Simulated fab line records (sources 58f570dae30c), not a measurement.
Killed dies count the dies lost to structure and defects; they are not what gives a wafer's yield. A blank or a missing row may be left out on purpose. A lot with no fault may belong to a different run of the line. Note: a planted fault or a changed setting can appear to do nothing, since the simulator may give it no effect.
Which of the tools did it? + flow berkeleyCmos170 + 15 lots with 45 wafers sampled at 2 steps, on a route of 331 steps

WHAT EACH GAUGE READ, for each wafer
UCB170_V2_CD_MEAS_12: the cd target is 700 nm.
| lot  | measured     | on       | cdNm (nm)         |
|------|--------------|----------|-------------------|
| L910 | day 7 23:34  | cdSem-02 | 700.4 700.9 700.7 |
| L909 | day 7 23:41  | cdSem-02 | 700.7 700.3 700.8 |
| L912 | day 8 06:23  | cdSem-02 | 701.4 699.6 700.5 |
| L911 | day 8 06:35  | cdSem-01 | 700.2 701.5 700.7 |
| L915 | day 9 08:46  | cdSem-02 | 701.0 703.5 702.8 |
| L914 | day 9 10:02  | cdSem-02 | 698.5 698.7 698.7 |
| L913 | day 9 10:22  | cdSem-02 | 699.4 699.8 699.1 |
| L918 | day 9 10:29  | cdSem-02 | 701.8 701.4 700.3 |
| L919 | day 9 21:23  | cdSem-01 | 717.0 714.0 715.0 |
| L920 | day 9 21:40  | cdSem-02 | 700.9 700.2 700.8 |
| L921 | day 10 18:15 | cdSem-01 | 712.4 713.1 712.1 |
| L922 | day 10 18:32 | cdSem-02 | 698.2 698.7 698.9 |
| L929 | day 11 16:29 | cdSem-01 | 699.6 699.9 700.2 |
| L927 | day 11 19:01 | cdSem-01 | 709.7 709.6 710.2 |
| L930 | day 12 06:47 | cdSem-01 | 701.2 699.3 701.6 |

WHAT TOOL EACH LOT RAN ON (gives the tool, then ch and the chambers of the sampled wafers, and finally the start)
| lot  | UCB170_V2_EXPOSE_09              |
|------|----------------------------------|
| L910 | krfScanner-02 ch 0, day 7 22:49  |
| L909 | krfScanner-01 ch 0, day 7 23:07  |
| L912 | krfScanner-01 ch 0, day 8 06:00  |
| L911 | krfScanner-02 ch 0, day 8 06:12  |
| L915 | krfScanner-01 ch 0, day 9 07:59  |
| L914 | krfScanner-02 ch 0, day 9 08:59  |
| L913 | krfScanner-01 ch 0, day 9 09:25  |
| L918 | krfScanner-01 ch 0, day 9 09:38  |
| L919 | krfScanner-01 ch 0, day 9 21:00  |
| L920 | krfScanner-02 ch 0, day 9 21:17  |
| L921 | krfScanner-01 ch 0, day 10 17:52 |
| L922 | krfScanner-02 ch 0, day 10 18:08 |
| L929 | krfScanner-02 ch 0, day 11 15:33 |
| L927 | krfScanner-01 ch 0, day 11 18:36 |
| L930 | krfScanner-02 ch 0, day 12 06:11 |
- UCB170_V2_EXPOSE_09: exposes mask VIA2, target cd 700 nm.

AS READ BY THE TOOLS THEMSELVES (means over the sampled wafers that have a number; for cases with no such wafer, the mark the record gives instead)
UCB170_V2_EXPOSE_09.
| lot  | tool          | exposureDoseMJCm2 |
|------|---------------|-------------------|
| L910 | krfScanner-02 | 36.97             |
| L909 | krfScanner-01 | 36.98             |
| L912 | krfScanner-01 | 37.04             |
| L911 | krfScanner-02 | 36.98             |
| L915 | krfScanner-01 | 36.98             |
| L914 | krfScanner-02 | 36.99             |
| L913 | krfScanner-01 | 37.04             |
| L918 | krfScanner-01 | 37.01             |
| L919 | krfScanner-01 | 40.74             |
| L920 | krfScanner-02 | 36.96             |
| L921 | krfScanner-01 | 39.98             |
| L922 | krfScanner-02 | 36.94             |
| L929 | krfScanner-02 | 36.93             |
| L927 | krfScanner-01 | 39.38             |
| L930 | krfScanner-02 | 36.96             |

THE ANSWER, worked out from the rows above alone
Rule: what is usual is taken from the lots themselves. The widest of any qualifying gaps counts: lots, ordered by their means at a reading, are off when they make up no more than a third of the lots, leave a main group of 4 or more, and stand apart from it by 3 or more times the standard deviation of that group's means. A main group is skipped when, at the precision printed for the reading in the tables above, its means are all equal. Also off: a lot with no number at a reading for which 4 or more lots have one. All remaining lots with rows at the step are treated as sound. After the gauges, taken in route order, come the tools' own readings; for these a lot's mean is taken, as printed above. The first step at which some lot is off is used, and at that step the reading that is off furthest; a lot without a number counts as furthest.
Off at UCB170_V2_CD_MEAS_12 (cdNm): L919, L921, L927. Main group: mean 700.3 nm, sd 1.
If a tool, at a process step before that reading, ran all the lots that are off and no sound lot after the first of them, it fits. The gauges at UCB170_V2_CD_MEAS_12 aren't tried: what is off there is off at UCB170_V2_EXPOSE_09 too, on other tools, and a gauge's error can't cause that. One fits: UCB170_V2_EXPOSE_09 on krfScanner-01. Its last sound lot is L918 (day 9 09:38), its first lot that is off L919 (day 9 21:00): a fault that began between those two fits.
The tool's own readings at UCB170_V2_EXPOSE_09 bear it out: on the lots that are off they differ by more than 5 times the standard deviation of the sound lots' means. exposureDoseMJCm2 reads 40.03 there against 36.98 on the sound lots.

WHAT THE SIMULATOR PUT IN
Drift in process parameters on krfScanner-01 at UCB170_V2_EXPOSE_09, starting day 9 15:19. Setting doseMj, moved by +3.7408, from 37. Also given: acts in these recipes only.
Shown lots that were struck: L919, L921, L927. The rule given above showed the same thing.
